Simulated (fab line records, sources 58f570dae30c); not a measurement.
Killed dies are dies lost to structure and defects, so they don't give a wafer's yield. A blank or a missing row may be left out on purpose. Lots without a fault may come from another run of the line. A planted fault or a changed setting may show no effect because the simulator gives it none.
Which tool did it? | flow berkeley_cmos170 | 7 lots, 21 wafers sampled, at 1 step of a route of 331

WHAT THE GAUGES READ, wafer by wafer
UCB170_PSD_CD_MEAS_06: target cd 1200 nm.
lot  | measured     | on        | cd_nm (nm)
L975 | day 7 23:24  | cd_sem-01 | 1203.4 1201.6 1204.1
L978 | day 8 08:07  | cd_sem-02 | 1203.5 1201.3 1202.1
L976 | day 8 08:34  | cd_sem-02 | 1200.3 1199.6 1199.7
L981 | day 8 22:08  | cd_sem-01 | 1199.0 1200.0 1199.4
L983 | day 9 22:23  | cd_sem-01 | 1201.1 1201.9 1202.4
L986 | day 9 22:41  | cd_sem-01 | 1199.2 1201.6 1201.1
L990 | day 10 13:34 | cd_sem-01 | 1199.9 1198.4 1198.9

WHICH TOOL RAN EACH LOT (tool, then ch and the chambers of the sampled wafers, then the start)
The record holds no process step before these readings.

THE ANSWER, worked out from the rows above alone
Rule: what is usual is taken from the lots themselves. Put in order of their means at a reading, lots are off if they are a third of the lots or fewer, leave a main group of 4 or more, and stand apart from it by a gap of 3 or more times the standard deviation of the main group's means; of several such gaps the widest counts. A main group whose means are all the same, to the digits that the tables above print for the reading, isn't used. A lot without any number at a reading at which 4 lots or more have one is off too. The other lots that the step has rows for count as sound.
No lot is off at any reading shown: from this, nothing can be told.

WHAT THE SIMULATOR HAD PUT IN
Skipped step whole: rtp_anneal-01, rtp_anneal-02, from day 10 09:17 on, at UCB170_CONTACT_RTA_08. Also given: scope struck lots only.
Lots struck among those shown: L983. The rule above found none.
